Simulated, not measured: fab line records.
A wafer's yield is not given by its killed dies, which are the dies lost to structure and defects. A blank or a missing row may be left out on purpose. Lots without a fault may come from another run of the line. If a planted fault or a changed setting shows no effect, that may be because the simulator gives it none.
Which tool was responsible? || flow rit cmos || Sampling: 13 lots, 39 wafers, 5 of 202 route steps

== WHAT THE GAUGES READ, wafer by wafer ==
RIT_NWELL_OVL_MEAS_06.
{"lot": "L907", "measured": "day 2 02:34", "on": "overlay-01", "NWELL_OVL (nm)": "-1.1 0.3 -1.7"}
{"lot": "L908", "measured": "day 2 07:11", "on": "overlay-02", "NWELL_OVL (nm)": "-3.7 -3.3 -1.9"}
{"lot": "L909", "measured": "day 2 11:50", "on": "overlay-01", "NWELL_OVL (nm)": "-1.4 -2.5 -0.5"}
{"lot": "L910", "measured": "day 2 17:47", "on": "overlay-02", "NWELL_OVL (nm)": "-4.0 -2.9 -3.5"}
{"lot": "L912", "measured": "day 3 02:17", "on": "overlay-01", "NWELL_OVL (nm)": "-2.3 -0.8 -1.8"}
{"lot": "L913", "measured": "day 3 07:23", "on": "overlay-02", "NWELL_OVL (nm)": "-1.1 -3.5 0.3"}
{"lot": "L917", "measured": "day 4 04:40", "on": "overlay-02", "NWELL_OVL (nm)": "-0.1 -1.9 -1.9"}
{"lot": "L918", "measured": "day 4 08:52", "on": "overlay-02", "NWELL_OVL (nm)": "-1.7 0.3 -3.0"}
{"lot": "L921", "measured": "day 5 00:15", "on": "overlay-02", "NWELL_OVL (nm)": "-3.2 -3.2 -5.0"}
{"lot": "L924", "measured": "day 5 14:09", "on": "overlay-02", "NWELL_OVL (nm)": "-3.6 -2.0 -1.4"}
{"lot": "L927", "measured": "day 6 05:20", "on": "overlay-01", "NWELL_OVL (nm)": "-4.3 -3.3 -2.6"}
{"lot": "L928", "measured": "day 6 10:20", "on": "overlay-01", "NWELL_OVL (nm)": "-1.5 -1.1 -1.0"}
{"lot": "L929", "measured": "day 6 15:13", "on": "overlay-01", "NWELL_OVL (nm)": "-2.0 -2.2 -2.3"}

RIT_WELLDRIVE_RS_MEAS_02: a four-point-probe measurement.
{"lot": "L907", "measured": "day 2 10:27", "on": "film metro-04", "PWELL_RS (ohm/sq)": "431.1 430.0 430.3"}
{"lot": "L908", "measured": "day 2 14:56", "on": "film metro-02", "PWELL_RS (ohm/sq)": "430.1 429.4 430.2"}
{"lot": "L909", "measured": "day 2 19:33", "on": "film metro-03", "PWELL_RS (ohm/sq)": "429.9 430.8 430.2"}
{"lot": "L910", "measured": "day 3 01:22", "on": "film metro-02", "PWELL_RS (ohm/sq)": "428.0 430.1 429.6"}
{"lot": "L912", "measured": "day 3 10:25", "on": "film metro-03", "PWELL_RS (ohm/sq)": "429.0 430.3 428.4"}
{"lot": "L913", "measured": "day 3 15:05", "on": "film metro-02", "PWELL_RS (ohm/sq)": "429.9 429.5 429.8"}
{"lot": "L917", "measured": "day 4 12:16", "on": "film metro-02", "PWELL_RS (ohm/sq)": "430.9 431.9 432.1"}
{"lot": "L918", "measured": "day 4 16:27", "on": "film metro-03", "PWELL_RS (ohm/sq)": "428.5 426.9 428.2"}
{"lot": "L921", "measured": "day 5 08:32", "on": "film metro-04", "PWELL_RS (ohm/sq)": "427.5 429.9 428.2"}
{"lot": "L924", "measured": "day 5 21:54", "on": "film metro-04", "PWELL_RS (ohm/sq)": "430.7 430.5 430.6"}
{"lot": "L927", "measured": "day 6 13:21", "on": "film metro-02", "PWELL_RS (ohm/sq)": "429.0 428.5 428.3"}
{"lot": "L928", "measured": "day 6 18:25", "on": "film metro-03", "PWELL_RS (ohm/sq)": "428.9 428.4 428.3"}
{"lot": "L929", "measured": "day 6 22:46", "on": "film metro-04", "PWELL_RS (ohm/sq)": "429.1 427.0 428.1"}

RIT_GATE_THK_MEAS_09.
{"lot": "L907", "measured": "day 2 17:43", "on": "film metro-02", "GATE_POLY_THK (nm)": "252.1 249.6 250.1"}
{"lot": "L908", "measured": "day 2 21:49", "on": "film metro-01", "GATE_POLY_THK (nm)": "250.1 248.3 249.5"}
{"lot": "L909", "measured": "day 3 02:17", "on": "film metro-03", "GATE_POLY_THK (nm)": "248.9 247.6 247.4"}
{"lot": "L910", "measured": "day 3 08:28", "on": "film metro-01", "GATE_POLY_THK (nm)": "252.2 251.0 253.2"}
{"lot": "L912", "measured": "day 3 17:56", "on": "film metro-03", "GATE_POLY_THK (nm)": "253.1 252.4 253.5"}
{"lot": "L913", "measured": "day 3 21:58", "on": "film metro-01", "GATE_POLY_THK (nm)": "252.0 252.3 253.2"}
{"lot": "L917", "measured": "day 4 19:05", "on": "film metro-03", "GATE_POLY_THK (nm)": "250.1 247.8 247.8"}
{"lot": "L918", "measured": "day 4 23:23", "on": "film metro-01", "GATE_POLY_THK (nm)": "248.0 247.3 245.5"}
{"lot": "L921", "measured": "day 5 15:40", "on": "film metro-03", "GATE_POLY_THK (nm)": "249.7 248.6 250.1"}
{"lot": "L924", "measured": "day 6 05:04", "on": "film metro-02", "GATE_POLY_THK (nm)": "254.3 253.1 253.2"}
{"lot": "L927", "measured": "day 6 20:02", "on": "film metro-02", "GATE_POLY_THK (nm)": "200.5 200.5 197.7"}
{"lot": "L928", "measured": "day 7 01:23", "on": "film metro-02", "GATE_POLY_THK (nm)": "254.4 253.7 250.2"}
{"lot": "L929", "measured": "day 7 06:09", "on": "film metro-02", "GATE_POLY_THK (nm)": "248.9 251.5 251.7"}

== WHAT TOOL EACH LOT RAN ON (gives the tool, then ch and the chambers of the sampled wafers, and finally the start) ==
{"lot": "L907", "RIT_NWELL_STRIP_09": "plasma asher-01 ch 0,1, day 2 02:59", "RIT_GATE_CVD_08": "lpcvd-01 ch 1, day 2 16:05"}
{"lot": "L908", "RIT_NWELL_STRIP_09": "plasma asher-03 ch 1, day 2 07:37", "RIT_GATE_CVD_08": "lpcvd-02 ch 1, day 2 20:12"}
{"lot": "L909", "RIT_NWELL_STRIP_09": "plasma asher-03 ch 0,1, day 2 12:16", "RIT_GATE_CVD_08": "lpcvd-01 ch 1, day 3 00:40"}
{"lot": "L910", "RIT_NWELL_STRIP_09": "plasma asher-03 ch 0,1, day 2 18:16", "RIT_GATE_CVD_08": "lpcvd-01 ch 0, day 3 06:51"}
{"lot": "L912", "RIT_NWELL_STRIP_09": "plasma asher-03 ch 0,1, day 3 02:43", "RIT_GATE_CVD_08": "lpcvd-02 ch 0, day 3 16:19"}
{"lot": "L913", "RIT_NWELL_STRIP_09": "plasma asher-01 ch 1, day 3 07:49", "RIT_GATE_CVD_08": "lpcvd-01 ch 0, day 3 20:21"}
{"lot": "L917", "RIT_NWELL_STRIP_09": "plasma asher-02 ch 0,1, day 4 05:09", "RIT_GATE_CVD_08": "lpcvd-01 ch 1, day 4 17:27"}
{"lot": "L918", "RIT_NWELL_STRIP_09": "plasma asher-02 ch 0,1, day 4 09:21", "RIT_GATE_CVD_08": "lpcvd-02 ch 1, day 4 21:44"}
{"lot": "L921", "RIT_NWELL_STRIP_09": "plasma asher-03 ch 0,1, day 5 00:44", "RIT_GATE_CVD_08": "lpcvd-02 ch 0, day 5 14:02"}
{"lot": "L924", "RIT_NWELL_STRIP_09": "plasma asher-02 ch 0,1, day 5 14:35", "RIT_GATE_CVD_08": "lpcvd-01 ch 1, day 6 03:26"}
{"lot": "L927", "RIT_NWELL_STRIP_09": "plasma asher-02 ch 0,1, day 6 05:46", "RIT_GATE_CVD_08": "lpcvd-02 ch 0, day 6 18:25"}
{"lot": "L928", "RIT_NWELL_STRIP_09": "plasma asher-02 ch 0,1, day 6 10:46", "RIT_GATE_CVD_08": "lpcvd-01 ch 0, day 6 23:46"}
{"lot": "L929", "RIT_NWELL_STRIP_09": "plasma asher-03 ch 0,1, day 6 15:39", "RIT_GATE_CVD_08": "lpcvd-01 ch 1, day 7 04:32"}
- RIT_NWELL_STRIP_09: strips in O2, time 180 s.
- RIT_GATE_CVD_08: deposits poly-Si from SiH4, target thk 250 nm, time 2220 s.

== WHAT THE TOOLS THEMSELVES READ (means of the sampled wafers that have a number; where no wafer has one, the mark that the record gives instead) ==
RIT_NWELL_STRIP_09.
{"lot": "L907", "tool": "plasma asher-01", "drypump motor current A (A)": 5.8, "o2 flow sccm (sccm)": 3993}
{"lot": "L908", "tool": "plasma asher-03", "drypump motor current A (A)": 5.1, "o2 flow sccm (sccm)": 4003}
{"lot": "L909", "tool": "plasma asher-03", "drypump motor current A (A)": 5.3, "o2 flow sccm (sccm)": 4006}
{"lot": "L910", "tool": "plasma asher-03", "drypump motor current A (A)": 5.2, "o2 flow sccm (sccm)": 4001}
{"lot": "L912", "tool": "plasma asher-03", "drypump motor current A (A)": 5.3, "o2 flow sccm (sccm)": 3998}
{"lot": "L913", "tool": "plasma asher-01", "drypump motor current A (A)": 6.2, "o2 flow sccm (sccm)": 4005}
{"lot": "L917", "tool": "plasma asher-02", "drypump motor current A (A)": 5.9, "o2 flow sccm (sccm)": 4016}
{"lot": "L918", "tool": "plasma asher-02", "drypump motor current A (A)": 5.7, "o2 flow sccm (sccm)": 3994}
{"lot": "L921", "tool": "plasma asher-03", "drypump motor current A (A)": 5.3, "o2 flow sccm (sccm)": 3996}
{"lot": "L924", "tool": "plasma asher-02", "drypump motor current A (A)": 5.7, "o2 flow sccm (sccm)": 4001}
{"lot": "L927", "tool": "plasma asher-02", "drypump motor current A (A)": 5.9, "o2 flow sccm (sccm)": 3995}
{"lot": "L928", "tool": "plasma asher-02", "drypump motor current A (A)": 5.9, "o2 flow sccm (sccm)": 4000}
{"lot": "L929", "tool": "plasma asher-03", "drypump motor current A (A)": 5.2, "o2 flow sccm (sccm)": 4002}

RIT_GATE_CVD_08.
{"lot": "L907", "tool": "lpcvd-01", "sih4 flow sccm (sccm)": 99.9, "spike tc source C (C)": 631.4, "zone power centre pct (%)": 27.7}
{"lot": "L908", "tool": "lpcvd-02", "sih4 flow sccm (sccm)": 100.3, "spike tc source C (C)": 630.7, "zone power centre pct (%)": 28.1}
{"lot": "L909", "tool": "lpcvd-01", "sih4 flow sccm (sccm)": 100.3, "spike tc source C (C)": 631.0, "zone power centre pct (%)": 28.1}
{"lot": "L910", "tool": "lpcvd-01", "sih4 flow sccm (sccm)": 99.8, "spike tc source C (C)": 631.0, "zone power centre pct (%)": 26.1}
{"lot": "L912", "tool": "lpcvd-02", "sih4 flow sccm (sccm)": 99.9, "spike tc source C (C)": 635.6, "zone power centre pct (%)": 23.6}
{"lot": "L913", "tool": "lpcvd-01", "sih4 flow sccm (sccm)": 100.1, "spike tc source C (C)": 633.0, "zone power centre pct (%)": 25.6}
{"lot": "L917", "tool": "lpcvd-01", "sih4 flow sccm (sccm)": 100.2, "spike tc source C (C)": 631.6, "zone power centre pct (%)": 27.5}
{"lot": "L918", "tool": "lpcvd-02", "sih4 flow sccm (sccm)": 99.9, "spike tc source C (C)": 631.1, "zone power centre pct (%)": 27.8}
{"lot": "L921", "tool": "lpcvd-02", "sih4 flow sccm (sccm)": 100.5, "spike tc source C (C)": 634.5, "zone power centre pct (%)": 23.3}
{"lot": "L924", "tool": "lpcvd-01", "sih4 flow sccm (sccm)": 99.7, "spike tc source C (C)": 631.0, "zone power centre pct (%)": 27.8}
{"lot": "L927", "tool": "lpcvd-02", "sih4 flow sccm (sccm)": 80.0, "spike tc source C (C)": 635.4, "zone power centre pct (%)": 23.3}
{"lot": "L928", "tool": "lpcvd-01", "sih4 flow sccm (sccm)": 100.0, "spike tc source C (C)": 631.8, "zone power centre pct (%)": 25.9}
{"lot": "L929", "tool": "lpcvd-01", "sih4 flow sccm (sccm)": 99.9, "spike tc source C (C)": 630.1, "zone power centre pct (%)": 27.9}

== THE ANSWER, worked out from the rows above alone ==
Rule: usual is defined by the lots themselves. Put in order of their means at a reading, lots are off if they are a third of the lots or fewer, leave a main group of 4 or more, and stand apart from it by a gap of 3 or more times the standard deviation of the main group's means; of several such gaps the widest counts. A main group whose means are all the same, to the digits that the tables above print for the reading, isn't used. A lot without any number at a reading at which 4 lots or more have one is off too. All remaining lots with rows at the step are treated as sound. First the gauges in route order, then the tools' own readings, where a lot's mean is used as printed above. At the first step where some lot is off, the reading lying furthest off is the one used; lots without a number count as furthest.
Off: at RIT_GATE_THK_MEAS_09 (GATE_POLY_THK), L927. Main group: mean 250.6 nm, sd 2.1.
A tool fits if, at a process step before that reading, it ran every lot that is off, and no sound lot after the first of them. Not tried: the gauges at RIT_GATE_THK_MEAS_09; whatever is off there is also off at RIT_GATE_CVD_08, on other tools, and gauge error can't account for it. One fits: lpcvd-02 at RIT_GATE_CVD_08. A fault onset in the window from L921 (day 5 14:02, its last sound lot) to L927 (day 6 18:25, its first lot off) fits.
The tool's own readings at RIT_GATE_CVD_08 bear it out: on the lots that are off they differ by more than 5 times the standard deviation of the sound lots' means. sih4 flow sccm reads 80.0 sccm there against 100.0 sccm on the sound lots.

== WHAT THE SIMULATOR HAD PUT IN ==
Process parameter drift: lpcvd-02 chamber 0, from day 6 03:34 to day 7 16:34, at RIT_GATE_CVD_08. Setting sih4 flow sccm shifted by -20 from 100.
Struck lots among those shown: L927. The rule above reached the same finding.
